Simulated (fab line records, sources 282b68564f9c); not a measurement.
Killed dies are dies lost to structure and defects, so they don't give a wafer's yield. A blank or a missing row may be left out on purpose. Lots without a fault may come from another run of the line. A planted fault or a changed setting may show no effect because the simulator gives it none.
One fault seen from 2 desks | flow rit_cmos | each desk has only its own numbers; what lay behind them comes last

THE METROLOGY DESK
What the gauges read, lot by lot, whatever tool the lot ran on: means of the sampled wafers that have a number. A lot is out of limits, marked OUT, if its mean lies more than 4 standard deviations from the usual mean; the brackets give that distance.
Columns: A = cd_nm at RIT_ACTIVE_CD_MEAS_11, usual 1399.6 nm
lot  | first seen here | A
L726 | day 1 16:00     | 1401.6
L727 | day 2 00:16     | 1394.6
L728 | day 2 03:49     | 1399.4
L730 | day 2 18:48     | 1398.4
L732 | day 2 20:35     | 1398.0
L733 | day 3 01:46     | 1399.7
L734 | day 3 07:07     | 1400.4
L735 | day 3 11:38     | 1399.7
L736 | day 3 16:34     | 1401.7
L737 | day 3 21:37     | 1443.4 (+23) OUT
L738 | day 4 02:40     | 1398.6
L739 | day 4 09:13     | 1400.3
L740 | day 4 14:14     | 1433.9 (+18) OUT
L744 | day 5 08:59     | 1425.6 (+14) OUT
L748 | day 6 05:09     | 1397.8
This desk's finding: out of limits on L737, L740, L744; first on L737, day 3 21:37 (cd_nm at RIT_ACTIVE_CD_MEAS_11). In limits: L726, L727, L728, L730, L732, L733, L734, L735, L736, L738, L739, L748.

THE TOOL OWNER'S DESK: iline_stepper-02
The tool's own readings at RIT_ACTIVE_EXPOSE_08 (exposes mask M1, target cd 1400 nm): means of the sampled wafers that have a number, for each lot that ran on this tool. A lot is out of limits, marked OUT, if its mean lies more than 4 standard deviations from the usual mean; the brackets give that distance.
Columns: A = exposure_dose_mJ_cm2 at RIT_ACTIVE_EXPOSE_08, usual 224.92
lot  | first seen here | A
L732 | day 2 20:11     | 224.98
L734 | day 3 06:43     | 225.07
L735 | day 3 11:14     | 224.81
L737 | day 3 21:13     | 193.38 (-99 or more) OUT
L740 | day 4 13:50     | 199.33 (-99 or more) OUT
L744 | day 5 08:35     | 204.80 (-96) OUT
This desk's finding: out of limits on L737, L740, L744; first on L737, day 3 21:13 (exposure_dose_mJ_cm2 at RIT_ACTIVE_EXPOSE_08). In limits: L732, L734, L735.

PUT TOGETHER
The tool owner's desk could have raised an alarm at day 3 21:13, on L737, L740, L744.
The metrology desk could have raised an alarm at day 3 21:37, on L737, L740, L744.
Of the lots named, all ran RIT_ACTIVE_EXPOSE_08 on iline_stepper-02.

WHAT THE SIMULATOR HAD PUT IN
Process parameter drift: iline_stepper-02, from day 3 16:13 on, at RIT_ACTIVE_EXPOSE_08. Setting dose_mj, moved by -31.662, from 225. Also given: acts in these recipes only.
Lots struck among those shown: L737, L740, L744.
Hours from the fault's start to each desk's first reading out of limits: the tool owner's desk, 5; the metrology desk, 5.
